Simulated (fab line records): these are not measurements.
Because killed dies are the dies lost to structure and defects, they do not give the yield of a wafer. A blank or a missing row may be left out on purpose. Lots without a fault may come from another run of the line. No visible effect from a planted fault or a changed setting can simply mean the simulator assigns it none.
fab line records	flow rit-cmos
record: lots: 14	wafers: 42	last-day: 7
route steps=202 shown M1@184
lots with no fault: from the same line, run without faults
start-h: hours from the record's first day to the start of the lot's first wafer shown	wait-h: hours elapsed since this lot's preceding step	" same as the row above	L1.1+2: one row covering several wafers at once	- no value present, or no start provided	* or withheld: withheld	< > ~ a bound
route shown NAME@n: names a module that has steps shown in the file, with the first one's number in the route	usual: average and standard deviation across the fault-free wafers	same: alike in all rows	chamber/n: place in a boat	sites: per-site readings	_std_site: standard deviation of those values	_edge_site: inner sites' mean taken away from outer sites' mean	radius-mm: how far each site lies from the wafer's centre	mask NAME#n: copy n	behind: the tool/chamber that last shaped the wafer	hold: the reason the lot was held/the length of the hold in hours/how it ended	device: which transistor (n, p or np) failed to switch	end of line: tests of these same wafers at the route's end	a step given without rows: its recipe and nothing more	killed: the dies lost at the first sort to structure and to defects; this is not the yield of the wafer	map: dies across one wafer; x = killed, . = not, _ = none there
set.NAME: the setting that was run; set.NAME@STEP: the one run at that earlier step	model.NAME: the simulator's own value behind a step, which no gauge read
the route's steps for a sample of lots (tables are steps, rows are wafers)
services: when a tool's chamber went out of use (start-h, in hours from the record's first day, below 0 if earlier), for how many hours, and the reason
== steps ==
step: RIT_M1_SPUTTER_00
recipe: material: Al	target-thk-nm: 400	power-w: 2000	chamber-pressure-pa: 0.4	gas: Ar	time-s: 500	substrate-temp-c: 25
usual: throttle-valve-pct: 30.3/1.2
lot.wafer	tool	chamber	start-h	wait-h	throttle-valve-pct
L254.1	pvd-sputter-02	-	52.63	0.0	28.6
L254.3	"	-	"	"	29.4
L254.5	"	-	"	"	30.7
L255.1	pvd-sputter-03	-	57.09	0.0	29.3
L255.2	"	-	"	"	30.1
L255.4	"	-	"	"	31.7
L256.3	pvd-sputter-02	-	63.88	0.0	29.4
L256.5	"	-	"	"	28.7
L256.6	"	-	"	"	29.8
L259.3	pvd-sputter-03	-	79.96	0.0	31.6
L259.4	"	-	"	"	29.4
L259.5	"	-	"	"	31.7
L261.1	pvd-sputter-03	-	88.05	0.0	31.7
L261.3	"	-	"	"	30.2
L261.6	"	-	"	"	29.4
L263.1	pvd-sputter-03	-	105.28	0.0	29.8
L263.3	"	-	"	"	31.6
L263.6	"	-	"	"	29.5
L268.1	pvd-sputter-04	-	128.90	0.0	31.8
L268.2	"	-	"	"	28.5
L268.3	"	-	"	"	31.5
L270.1	pvd-sputter-04	-	136.70	0.1	31.8
L270.2	"	-	"	"	28.7
L270.5	"	-	"	"	31.7
L271.2	pvd-sputter-02	-	139.28	0.0	29.6
L271.3	"	-	"	"	30.7
L271.4	"	-	"	"	32.3
L272.2	pvd-sputter-04	-	144.10	0.0	31.6
L272.4	"	-	"	"	28.6
L272.6	"	-	"	"	31.6
L274.3	pvd-sputter-04	-	152.82	0.0	31.8
L274.5	"	-	"	"	28.3
L274.6	"	-	"	"	32.0
L275.1	pvd-sputter-03	-	157.21	0.0	29.9
L275.3	"	-	"	"	29.3
L275.5	"	-	"	"	29.8
L276.2	pvd-sputter-04	-	164.64	0.0	28.9
L276.4	"	-	"	"	31.5
L276.6	"	-	"	"	31.6
L277.2	pvd-sputter-03	-	171.81	0.0	29.9
L277.4	"	-	"	"	31.6
L277.5	"	-	"	"	29.6
step: RIT_M1_RS_MEAS_01
recipe: thk-meas-gauge: four-point-probe	reads: Al_of_M1_SPUTTER_00
usual: M1_AL_RS: 0.0729/0.00064
lot.wafer	tool	chamber	start-h	wait-h	M1_AL_RS[ohm/sq]
L254.1	film-metro-04	-	52.93	0.1	0.0712
L254.3	"	-	"	"	0.0722
L254.5	"	-	"	"	0.0726
L255.1	film-metro-02	-	57.38	0.1	0.0725
L255.2	"	-	"	"	0.0717
L255.4	"	-	"	"	0.0718
L256.3	film-metro-02	-	64.22	0.2	0.0734
L256.5	"	-	"	"	0.0724
L256.6	"	-	"	"	0.0736
L259.3	film-metro-04	-	80.30	0.2	0.1625
L259.4	"	-	"	"	0.0733
L259.5	"	-	"	"	0.1637
L261.1	film-metro-02	-	88.35	0.1	0.1615
L261.3	"	-	"	"	0.0727
L261.6	"	-	"	"	0.0734
L263.1	film-metro-04	-	105.58	0.1	0.0716
L263.3	"	-	"	"	0.1617
L263.6	"	-	"	"	0.0730
L268.1	film-metro-02	-	129.20	0.1	0.0716
L268.2	"	-	"	"	0.0721
L268.3	"	-	"	"	0.0735
L270.1	film-metro-04	-	137.00	0.1	0.0731
L270.2	"	-	"	"	0.0725
L270.5	"	-	"	"	0.0733
L271.2	film-metro-01	-	139.59	0.2	0.0739
L271.3	"	-	"	"	0.0735
L271.4	"	-	"	"	0.0741
L272.2	film-metro-02	-	144.41	0.2	0.0725
L272.4	"	-	"	"	0.0718
L272.6	"	-	"	"	0.0729
L274.3	film-metro-01	-	153.16	0.2	0.0732
L274.5	"	-	"	"	0.0719
L274.6	"	-	"	"	0.0724
L275.1	film-metro-02	-	157.50	0.1	0.0729
L275.3	"	-	"	"	0.0734
L275.5	"	-	"	"	0.0735
L276.2	film-metro-02	-	164.95	0.2	0.0725
L276.4	"	-	"	"	0.0740
L276.6	"	-	"	"	0.0743
L277.2	film-metro-02	-	172.13	0.2	0.0725
L277.4	"	-	"	"	0.0737
L277.5	"	-	"	"	0.0737
step: RIT_M1_THK_MEAS_02
recipe: thk-meas-gauge: xrf	reads: Al_of_M1_SPUTTER_00
usual: M1_AL_THK: 397/3.8
lot.wafer	tool	chamber	start-h	wait-h	M1_AL_THK[nm]
L254.1	film-metro-04	-	53.05	0.1	405
L254.3	"	-	"	"	399
L254.5	"	-	"	"	396
L255.1	film-metro-02	-	57.50	0.1	399
L255.2	"	-	"	"	402
L255.4	"	-	"	"	404
L256.3	film-metro-02	-	64.32	0.1	394
L256.5	"	-	"	"	398
L256.6	"	-	"	"	394
L259.3	film-metro-04	-	80.40	0.1	185
L259.4	"	-	"	"	395
L259.5	"	-	"	"	183
L261.1	film-metro-02	-	88.47	0.1	186
L261.3	"	-	"	"	398
L261.6	"	-	"	"	393
L263.1	film-metro-04	-	105.70	0.1	405
L263.3	"	-	"	"	185
L263.6	"	-	"	"	396
L268.1	film-metro-02	-	129.32	0.1	404
L268.2	"	-	"	"	399
L268.3	"	-	"	"	394
L270.1	film-metro-04	-	137.12	0.1	393
L270.2	"	-	"	"	398
L270.5	"	-	"	"	393
L271.2	film-metro-01	-	139.70	0.1	393
L271.3	"	-	"	"	392
L271.4	"	-	"	"	392
L272.2	film-metro-02	-	144.52	0.1	400
L272.4	"	-	"	"	404
L272.6	"	-	"	"	400
L274.3	film-metro-01	-	153.26	0.1	395
L274.5	"	-	"	"	404
L274.6	"	-	"	"	401
L275.1	film-metro-02	-	157.62	0.1	397
L275.3	"	-	"	"	396
L275.5	"	-	"	"	391
L276.2	film-metro-02	-	165.06	0.1	402
L276.4	"	-	"	"	393
L276.6	"	-	"	"	394
L277.2	film-metro-02	-	172.24	0.1	397
L277.4	"	-	"	"	392
L277.5	"	-	"	"	390
step: RIT_M1_METAL_ETCH_12
recipe: stop-on: SiO2	chemistry: Cl2/BCl3	target: Al	time-s: 165	over-etch-frac: 0.5	pressure-mtorr: 100	target-depth-a: 6000	rf-w: 250	Cl2_flow_sccm: 60	bcl3-flow-sccm: 50
usual: drypump-motor-current-A: 5.61/0.12	oes-product-au: 0.777/0.013	throttle-valve-pct: 8.34/0.073
same: time-s: 165
lot.wafer	tool	chamber	start-h	wait-h	drypump-motor-current-A	oes-product-au	rf-hours-counter-h	throttle-valve-pct
L254.1	rie-metal-01	0	54.52	0.2	5.69	0.774	4.3	8.36
L254.3	"	1	"	"	5.54	0.782	-	8.23
L254.5	"	1	"	"	5.53	0.775	-	8.23
L255.1	rie-metal-04	0	58.94	0.2	5.82	0.792	0.6	8.38
L255.2	"	1	"	"	5.56	0.778	0.6	8.31
L255.4	"	1	"	"	5.57	0.777	-	8.30
L256.3	rie-metal-01	1	65.77	0.2	5.54	0.781	-	8.25
L256.5	"	1	"	"	5.53	0.786	-	8.23
L256.6	"	0	"	"	5.67	0.764	-	8.39
L259.3	rie-metal-03	1	81.90	0.2	5.62	0.556	-	8.49
L259.4	"	0	"	"	5.43	0.762	-	8.30
L259.5	"	1	"	"	5.62	0.544	-	8.49
L261.1	rie-metal-04	0	89.81	0.2	5.82	0.548	0.9	8.44
L261.3	"	1	"	"	5.55	0.770	-	8.30
L261.6	"	0	"	"	5.81	0.785	-	8.39
L263.1	rie-metal-01	0	107.17	0.2	5.70	0.779	5.0	8.36
L263.3	"	0	"	"	5.69	0.540	-	8.40
L263.6	"	0	"	"	5.69	0.762	-	8.38
L268.1	rie-metal-03	0	130.91	0.2	5.43	0.765	2.9	8.28
L268.2	"	1	"	"	5.61	0.803	2.9	8.46
L268.3	"	0	"	"	5.43	0.754	-	8.29
L270.1	rie-metal-04	0	138.46	0.2	5.79	0.784	1.5	8.39
L270.2	"	1	"	"	5.59	0.780	1.5	8.29
L270.5	"	1	"	"	5.57	0.772	-	8.31
L271.2	rie-metal-03	0	141.04	0.2	5.44	0.760	3.1	8.28
L271.3	"	0	"	"	5.43	0.757	-	8.30
L271.4	"	1	"	"	5.59	0.792	-	8.47
L272.2	rie-metal-01	0	145.98	0.2	5.68	0.769	5.6	8.37
L272.4	"	1	"	"	5.53	0.789	-	8.24
L272.6	"	1	"	"	5.54	0.772	-	8.22
L274.3	rie-metal-03	0	154.64	0.2	5.42	0.759	-	8.28
L274.5	"	0	"	"	5.44	0.770	-	8.26
L274.6	"	1	"	"	5.62	0.795	-	8.46
L275.1	rie-metal-01	0	159.12	0.2	5.71	0.771	5.8	8.36
L275.3	"	0	"	"	5.71	0.756	-	8.38
L275.5	"	0	"	"	5.70	0.763	-	8.37
L276.2	rie-metal-04	0	166.40	0.2	5.81	0.786	1.8	8.40
L276.4	"	0	"	"	5.81	0.777	-	8.39
L276.6	"	0	"	"	5.83	0.783	-	8.39
L277.2	rie-metal-03	1	173.79	0.2	5.63	0.803	3.4	8.44
L277.4	"	0	"	"	5.43	0.763	-	8.27
L277.5	"	1	"	"	5.59	0.800	-	8.43
step: RIT_M1_PROBE_99
usual: defect-limited-yield: 97.4/1	killed_at_M0_to_M3: 0.0/0.12	killed-at-contacts: 0.1/0.31	killed-at-front-end: 6.8/2.7	killed-dies: 6.9/2.7	killed-open: 3.3/1.8	killed-short: 3.5/1.8	sort_bin_3_pad_short: 0.2/0.23	sort_bin_5_function: 1.5/0.86	sort_bin_6_memory: 1.0/0.61	sort-n-pass: 257.1/2.7	sort-yield-pct: 97.4/1
same: gross-dies: 264	killed_at_M4_up: 0	killed-at-back-side: 0	killed-at-other: 0
lot.wafer	tool	chamber	start-h	wait-h	defect-limited-yield[%]	killed_at_M0_to_M3	killed-at-contacts	killed-at-front-end	killed-dies	killed-open	killed-short	sort_bin_3_pad_short[%]	sort_bin_5_function[%]	sort_bin_6_memory[%]	sort-n-pass	sort-yield-pct[%]
L263.1	prober-01	-	109.76	0.1	98.9	0	0	3	3	2	1	0	0.4	0.8	261.0	98.9
L263.3	prober-01	-	109.86	0.2	96.6	0	0	9	9	5	4	0	0.8	2.7	255.0	96.6
L263.6	prober-01	-	110.01	0.2	95.1	0	0	13	13	4	9	0.8	3.8	0.4	251.0	95.1
L270.1	prober-02	-	140.89	0.1	98.9	0	0	3	3	2	1	0	0.8	0.4	261.0	98.9
L270.2	prober-02	-	140.94	0.1	98.1	0	0	5	5	4	1	0	1.9	0	259.0	98.1
L270.5	prober-02	-	141.09	0.2	97.7	0	0	6	6	2	4	0	1.5	0.8	258.0	97.7
L271.2	prober-01	-	143.49	0.1	96.2	0	0	10	10	7	3	0	2.7	1.1	254.0	96.2
L271.3	prober-01	-	143.54	0.2	94.7	0	0	14	14	10	4	0.4	4.2	0.8	250.0	94.7
L271.4	prober-01	-	143.59	0.2	97.3	0	0	7	7	2	5	0	2.3	0.4	257.0	97.3
killed by level:class
L263.1 FOX2:geometric-particle:open=2 REOX:geometric-particle:short=1
L263.3 SPACER:geometric-particle:open=3 GATE:geometric-particle:short=2 FOX1:geometric-particle:open=1 FOX1:geometric-particle:short=1 GATE:geometric-particle:open=1 SILICIDE:geometric-particle:short=1
L263.6 FOX1:geometric-particle:short=3 FOX1:geometric-particle:open=2 SILICIDE:geometric-particle:short=2 FOX2:geometric-particle:short=1 GATE:geometric-particle:open=1 GATE:geometric-particle:short=1 REOX:geometric-particle:short=1 SPACER:geometric-particle:short=1
L270.1 GATE:geometric-particle:open=1 REOX:geometric-particle:short=1 SILICIDE:geometric-particle:open=1
L270.2 SPACER:geometric-particle:open=2 FOX2:geometric-particle:open=1 SPACER:geometric-particle:short=1 SILICIDE:geometric-particle:open=1
L270.5 REOX:geometric-particle:short=2 FOX1:geometric-particle:short=1 FOX1:geometric-particle:open=1 GATE:geometric-particle:open=1 SPACER:geometric-particle:short=1
L271.2 SILICIDE:geometric-particle:open=3 GATE:geometric-particle:short=2 GATE:geometric-particle:open=2 FOX1:geometric-particle:open=1 REOX:geometric-particle:open=1 SILICIDE:geometric-particle:short=1
L271.3 GATE:geometric-particle:open=6 SILICIDE:geometric-particle:open=3 FOX2:geometric-particle:short=2 GATE:geometric-particle:short=1 SPACER:geometric-particle:open=1 SILICIDE:geometric-particle:short=1
L271.4 GATE:geometric-particle:short=2 SPACER:geometric-particle:short=2 FOX1:geometric-particle:open=1 FOX2:geometric-particle:open=1 FOX2:geometric-particle:short=1
== services ==
tool	chamber	start-h	hours	kind
rie-metal-03	-	51.85	28.2	repair
pvd-sputter-02	-	54.59	1.1	repair
rie-metal-04	-	70.45	0.3	repair
rie-metal-01	-	123.17	0.8	repair
pvd-sputter-02	-	126.57	2.8	repair
pvd-sputter-03	-	135.78	5.3	repair
pvd-sputter-02	-	136.29	2.7	repair
pvd-sputter-03	-	143.10	2.3	repair
== key ==
first-sign: step: RIT_M1_RS_MEAS_01	reading: M1_AL_RS	direction: up	sigmas: 99+	usual: 0.0729	struck: 0.1623
effect: step: RIT_M1_THK_MEAS_02	reading: M1_AL_THK	direction: down	sigmas: 56	usual: 397	struck: 185
effect: step: RIT_M1_METAL_ETCH_12	reading: oes-product-au	direction: down	sigmas: 17	usual: 0.777	struck: 0.547
met-at RIT_M1_SPUTTER_00
struck-lots L259,L261,L263
struck-wafers L259.3,L259.5,L261.1,L263.3
onset-between 57.09 79.96
fault: kind: process-parameter-drift	tool: pvd-sputter-03	chamber: -	onset-h: 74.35	steps: RIT_M1_SPUTTER_00	channel: target-thk-nm	offset: -217.58	shape: step	end-h: 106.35	stated: 400	scope: struck-wafers-only
